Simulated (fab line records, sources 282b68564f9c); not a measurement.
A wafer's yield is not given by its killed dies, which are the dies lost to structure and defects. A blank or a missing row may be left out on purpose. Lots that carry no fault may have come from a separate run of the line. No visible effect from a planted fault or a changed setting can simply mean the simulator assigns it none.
Which tool is to blame? / flow rit_cmos / Sampling: 13 lots, 39 wafers, 3 of 202 route steps

WHAT THE GAUGES READ, wafer by wafer
RIT_PRETRO_TW_MEAS_10. Usual: for PRETRO_TW the level is 474.7 and the standard deviation is 2.9.
lot=L449; measured=day 2 08:28; on=film_metro-01; PRETRO_TW=467.6 472.4 471.6; flag=
lot=L450; measured=day 2 16:41; on=film_metro-01; PRETRO_TW=473.6 471.4 471.6; flag=
lot=L451; measured=day 2 22:19; on=film_metro-04; PRETRO_TW=473.7 473.2 476.7; flag=
lot=L452; measured=day 2 23:06; on=film_metro-03; PRETRO_TW=474.7 470.8 474.1; flag=
lot=L453; measured=day 3 06:38; on=film_metro-01; PRETRO_TW=468.1 469.8 469.7; flag=
lot=L455; measured=day 3 13:16; on=film_metro-01; PRETRO_TW=472.3 470.9 470.7; flag=
lot=L457; measured=day 3 23:21; on=film_metro-03; PRETRO_TW=477.0 477.1 476.4; flag=
lot=L458; measured=day 4 09:39; on=film_metro-03; PRETRO_TW=472.5 475.7 476.4; flag=
lot=L466; measured=day 5 21:47; on=film_metro-03; PRETRO_TW=474.9 474.8 473.7; flag=
lot=L467; measured=day 6 01:34; on=film_metro-04; PRETRO_TW=477.3 475.8 473.8; flag=
lot=L468; measured=day 6 06:43; on=film_metro-01; PRETRO_TW=475.1 477.6 477.0; flag=
lot=L469; measured=day 6 11:20; on=film_metro-01; PRETRO_TW=477.5 476.7 476.2; flag=
lot=L472; measured=day 7 04:22; on=film_metro-03; PRETRO_TW=478.5 476.4 474.1; flag=

RIT_M1_OVL_MEAS_10. Usual: for M1_OVL the level is 0.9 nm and the standard deviation is 1.4.
lot=L449; measured=day 3 09:29; on=overlay-02; M1_OVL (nm)=0.2 0.8 2.0; flag=
lot=L450; measured=day 3 15:44; on=overlay-01; M1_OVL (nm)=1.4 1.1 0.1; flag=
lot=L451; measured=day 3 21:50; on=overlay-01; M1_OVL (nm)=-0.4 -1.1 -0.7; flag=
lot=L452; measured=day 3 22:29; on=overlay-01; M1_OVL (nm)=1.1 -2.4 0.9; flag=
lot=L453; measured=day 4 11:37; on=overlay-01; M1_OVL (nm)=0.6 1.5 0.7; flag=
lot=L455; measured=day 4 14:06; on=overlay-01; M1_OVL (nm)=4.2 3.2 4.1; flag=
lot=L457; measured=day 5 00:22; on=overlay-01; M1_OVL (nm)=2.3 1.5 1.5; flag=
lot=L458; measured=day 5 08:55; on=overlay-02; M1_OVL (nm)=-1.6 -1.0 -0.2; flag=
lot=L466; measured=day 6 20:02; on=overlay-02; M1_OVL (nm)=2.3 2.8 3.3; flag=
lot=L467; measured=day 6 23:56; on=overlay-02; M1_OVL (nm)=1.3 0.8 1.6; flag=
lot=L468; measured=day 7 08:01; on=overlay-01; M1_OVL (nm)=2.6 0.9 2.0; flag=
lot=L469; measured=day 7 11:59; on=overlay-01; M1_OVL (nm)=1.4 -0.5 1.1; flag=
lot=L472; measured=day 8 02:37; on=overlay-02; M1_OVL (nm)=3.1 1.6 2.9; flag=

WHICH TOOL RAN EACH LOT (tool, then ch and the chambers of the sampled wafers, then the start)
lot=L449; RIT_CONTACT_CLEAN_13=wet_bench-01 ch 1, day 3 07:40
lot=L450; RIT_CONTACT_CLEAN_13=wet_bench-01 ch 2, day 3 13:54
lot=L451; RIT_CONTACT_CLEAN_13=wet_bench-03 ch 3, day 3 19:56
lot=L452; RIT_CONTACT_CLEAN_13=wet_bench-01 ch 2, day 3 20:29
lot=L453; RIT_CONTACT_CLEAN_13=wet_bench-03 ch 1, day 4 09:35
lot=L455; RIT_CONTACT_CLEAN_13=wet_bench-02 ch 3, day 4 12:06
lot=L457; RIT_CONTACT_CLEAN_13=wet_bench-02 ch 1, day 4 22:31
lot=L458; RIT_CONTACT_CLEAN_13=wet_bench-02 ch 1, day 5 06:55
lot=L466; RIT_CONTACT_CLEAN_13=wet_bench-01 ch 0, day 6 18:08
lot=L467; RIT_CONTACT_CLEAN_13=wet_bench-03 ch 3, day 6 21:59
lot=L468; RIT_CONTACT_CLEAN_13=wet_bench-03 ch 2, day 7 06:11
lot=L469; RIT_CONTACT_CLEAN_13=wet_bench-01 ch 0, day 7 10:10
lot=L472; RIT_CONTACT_CLEAN_13=wet_bench-03 ch 2, day 8 00:36
- RIT_CONTACT_CLEAN_13: cleans in SC1, time 600 s.

WHAT THE TOOLS THEMSELVES READ (means of the sampled wafers that have a number; where no wafer has one, the mark that the record gives instead)
RIT_CONTACT_CLEAN_13. Usual: 628 s for run_length_s, sd 3.6.
lot=L449; tool=wet_bench-01; run_length_s (s)=626; flag=
lot=L450; tool=wet_bench-01; run_length_s (s)=625; flag=
lot=L451; tool=wet_bench-03; run_length_s (s)=633; flag=
lot=L452; tool=wet_bench-01; run_length_s (s)=624; flag=
lot=L453; tool=wet_bench-03; run_length_s (s)=630; flag=
lot=L455; tool=wet_bench-02; run_length_s (s)=625; flag=
lot=L457; tool=wet_bench-02; run_length_s (s)=680; flag=OFF
lot=L458; tool=wet_bench-02; run_length_s (s)=679; flag=OFF
lot=L466; tool=wet_bench-01; run_length_s (s)=627; flag=
lot=L467; tool=wet_bench-03; run_length_s (s)=626; flag=
lot=L468; tool=wet_bench-03; run_length_s (s)=626; flag=
lot=L469; tool=wet_bench-01; run_length_s (s)=626; flag=
lot=L472; tool=wet_bench-03; run_length_s (s)=626; flag=

THE ANSWER, worked out from the rows above alone
Rule: a lot counts as off when the mean over its wafers that have a number is more than 3 standard deviations away from the usual mean. Also off: a lot with no number at a reading for which 4 or more lots have one. The other lots that the step has rows for count as sound. First the gauges in route order, then the tools' own readings, where a lot's mean is used as printed above. The first step at which some lot is off is used, and at that step the reading that is off furthest; a lot without a number counts as furthest.
Off: L457, L458 (RIT_CONTACT_CLEAN_13, run_length_s).
If a tool, at that step or one of the process steps before it, ran each lot that is off and ran no sound lot following the first of them, it fits. One fits: RIT_CONTACT_CLEAN_13 on wet_bench-02. A fault onset in the window from L455 (day 4 12:06, its last sound lot) to L457 (day 4 22:31, its first lot off) fits.
The tool's own readings at RIT_CONTACT_CLEAN_13 bear it out: on the lots that are off they differ by more than 5 times the standard deviation of the sound lots' means. run_length_s reads 680 s there against 627 s on the sound lots.

WHAT THE SIMULATOR PUT IN
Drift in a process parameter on wet_bench-02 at RIT_CONTACT_CLEAN_13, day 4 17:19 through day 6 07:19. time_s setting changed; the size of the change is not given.
Struck lots among those shown: L457, L458. The rule above reached the same finding.
